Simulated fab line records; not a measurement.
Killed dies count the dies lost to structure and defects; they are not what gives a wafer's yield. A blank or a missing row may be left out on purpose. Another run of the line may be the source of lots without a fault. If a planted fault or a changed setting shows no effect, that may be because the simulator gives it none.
Comparing a struck lot with a sound one | flow rit_cmos | 20 out of 202 route steps
Sound: wafers L701.2, L701.4, L701.6. Wafers L697.2, L697.5, L697.6 were the ones struck. At the end, the cause is stated.
Order at every step that has rows: each side's tool, ch and its chambers, its first start. Under that, the readings that differ: sound wafers | struck wafers | difference of the means | sigmas: that difference in standard deviations of wafers without a fault.
alike: readings with means less than 2 such deviations apart, plus words and numbers identical on both sides. not compared: withheld readings, readings lacking a value on some wafer, bounds such as >300 that could conceal the same value, and numbers that have no deviation in the record and whose values overlap.
A row with sigmas, a row that says differs or no value, or rows on one side alone: a step with any of these is where the two part. Non-overlapping numbers with no deviation appear without sigmas and do not part them. Lack of a reading on every wafer of one side parts them only where that side has two or more wafers.

first, 2 steps without rows for these wafers: RIT_NWELL_HARDBAKE_07 (time 120 s); RIT_NWELL_IMPLANT_08.
RIT_NWELL_STRIP_09: strips in O2, time 180 s.
  sound on plasma_asher-01 ch 0,1, day 6 10:40; struck on plasma_asher-03 ch 0,1, day 5 14:58
  alike: drypump_motor_current_A, rf_refl_power_W
  not compared: rf_hours_counter_h
RIT_NWELL_TW_MEAS_10:
  sound: film_metro-04 at day 6 10:51; struck: film_metro-02 at day 5 15:10
  reading  | sound          | struck         | difference | sigmas
  NWELL_TW | 2099 2101 2101 | 2164 2161 2170 | +65        | +2
then, 6 steps without rows for these wafers: RIT_PWELL_HMDS_00 (prime time 60 s); RIT_PWELL_COAT_01 (resist thk 1300 nm); RIT_PWELL_SOFTBAKE_02 (time 60 s); RIT_PWELL_EXPOSE_03 (exposes mask M3, target cd 43700 nm); RIT_PWELL_PEB_04; RIT_PWELL_DEVELOP_05 (develop time 68 s).
RIT_PWELL_OVL_MEAS_06:
  sound: overlay-01 at day 6 12:07; struck: overlay-01 at day 5 16:05
  alike: PWELL_OVL
then, 1 step without rows for these wafers: RIT_PWELL_HARDBAKE_07 (time 120 s).
RIT_PWELL_IMPLANT_08:
  sound on implanter-04 ch 0, day 6 12:25; struck on implanter-02 ch 0, day 5 16:24
  reading       | sound                         | struck                      | difference | sigmas
  dose_ions_cm2 | 6.999e+13 6.998e+13 6.991e+13 | 7.409e+13 7.4e+13 7.402e+13 | +4.077e+12 | +57
  alike: end_station_pressure_torr
RIT_PWELL_STRIP_09: strips in O2, time 180 s.
  sound on plasma_asher-04 ch 0,1, day 6 12:32; struck on plasma_asher-03 ch 0,1, day 5 16:31
  reading                     | sound       | struck      | difference | sigmas
  drypump_motor_current_A (A) | 6.1 6.6 6.6 | 5.7 5.8 5.6 | -0.7       | -2
  alike: rf_refl_power_W
  not compared: rf_hours_counter_h
RIT_PWELL_TW_MEAS_10:
  sound: film_metro-04 at day 6 12:44; struck: film_metro-04 at day 5 16:43
  alike: PWELL_TW
then, 1 step without rows for these wafers: RIT_WELLDRIVE_ANNEAL_00 (time 14700 s).
RIT_WELLDRIVE_RS_MEAS_01: a four-point-probe measurement.
  sound: film_metro-04 at day 6 18:15; struck: film_metro-04 at day 5 21:55
  alike: NWELL_RS
RIT_WELLDRIVE_RS_MEAS_02: a four-point-probe measurement.
  sound: film_metro-04 at day 6 18:22; struck: film_metro-04 at day 5 22:02
  reading           | sound             | struck            | difference | sigmas
  PWELL_RS (ohm/sq) | 430.6 430.6 430.7 | 414.6 414.4 415.3 | -15.9      | -9
then, 1 step without rows for these wafers: RIT_NRETRO_HMDS_00 (prime time 60 s).
RIT_M1_PROBE_99:
  sound: prober-02 at day 7 22:52; struck: prober-02 at day 7 02:47
  reading                                 | sound             | struck            | difference | sigmas
  model.etest.pwell_pinched.rs_ohm_sq     | 459.9 460.2 456.5 | 440.3 441.7 441.3 | -17.8      |
  model.etest.pwell.rs_ohm_sq             | 418.3 417 416.6   | 391.8 396.3 396.5 | -22.4      |
  model.etest.diode_nplus_pwell.bv_v (V)  | 6.001 6.027 5.98  | 5.816 5.873 5.832 | -0.162     |
  model.etest.nmos_0p15.bv_v (V)          | 5.516 5.536 5.523 | 5.419 5.434 5.425 | -0.099     |
  model.etest.nmos_0p3.bv_v (V)           | 5.516 5.536 5.523 | 5.419 5.434 5.425 | -0.099     |
  model.etest.diode_nplus_comb.cj_ff_um2  | 2.623 2.633 2.614 | 2.698 2.695 2.698 | +0.074     |
  model.etest.diode_nplus_pwell.cj_ff_um2 | 2.048 2.049 2.05  | 2.1 2.102 2.106   | +0.1       |
  model.etest.cap_n_gate.c_min_ff_um2     | 2.381 2.385 2.376 | 2.401 2.411 2.387 | +0.019     |
  alike: killed_at_front_end, killed_dies, killed_open, killed_short

== WHERE THEY PART ==
At RIT_NWELL_TW_MEAS_10 first; at RIT_WELLDRIVE_RS_MEAS_02 last (within this record only). Later steps at which nothing parts them and some readings are alike: RIT_M1_PROBE_99.

WHY: what the simulator had put in
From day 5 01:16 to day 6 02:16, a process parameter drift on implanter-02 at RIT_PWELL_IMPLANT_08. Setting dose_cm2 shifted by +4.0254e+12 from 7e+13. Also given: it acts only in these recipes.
